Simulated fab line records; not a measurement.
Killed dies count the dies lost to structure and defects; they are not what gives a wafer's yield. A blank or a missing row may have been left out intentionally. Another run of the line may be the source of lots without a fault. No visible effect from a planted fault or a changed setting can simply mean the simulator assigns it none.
Which tool is to blame?    flow berkeley_cmos170    7 lots (21 wafers sampled), 1 step of a 331-step route

## WHAT THE GAUGES SHOWED, per wafer
UCB170_FIELD_THK_MEAS_02.
lot   measured     on             FIELD_OXIDE_THK (nm)
L495  day 4 13:11  film_metro-04  573 562 563
L496  day 5 02:53  film_metro-03  550 565 558
L500  day 5 23:17  film_metro-04  550 554 551
L503  day 6 11:28  film_metro-04  542 545 546
L509  day 7 19:28  film_metro-04  562 574 578
L513  day 8 19:40  film_metro-02  565 561 567
L515  day 9 03:05  film_metro-03  546 547 538

## TOOL THAT RAN EACH LOT (tool first, then ch and the chambers of the sampled wafers, then the start)
The record holds no process step before these readings.

## THE ANSWER, worked out from the rows above alone
Rule: usual is defined by the lots themselves. The widest of any qualifying gaps counts: lots, ordered by their means at a reading, are off when they make up no more than a third of the lots, leave a main group of 4 or more, and stand apart from it by 3 or more times the standard deviation of that group's means. The tables above print the reading to a certain number of digits; a main group whose means all agree to those digits is not used. Also off: a lot with no number at a reading for which 4 or more lots have one. The other lots that the step has rows for count as sound.
No lot is off at any reading shown: from this, nothing can be told.

## WHAT THE SIMULATOR HAD PUT IN
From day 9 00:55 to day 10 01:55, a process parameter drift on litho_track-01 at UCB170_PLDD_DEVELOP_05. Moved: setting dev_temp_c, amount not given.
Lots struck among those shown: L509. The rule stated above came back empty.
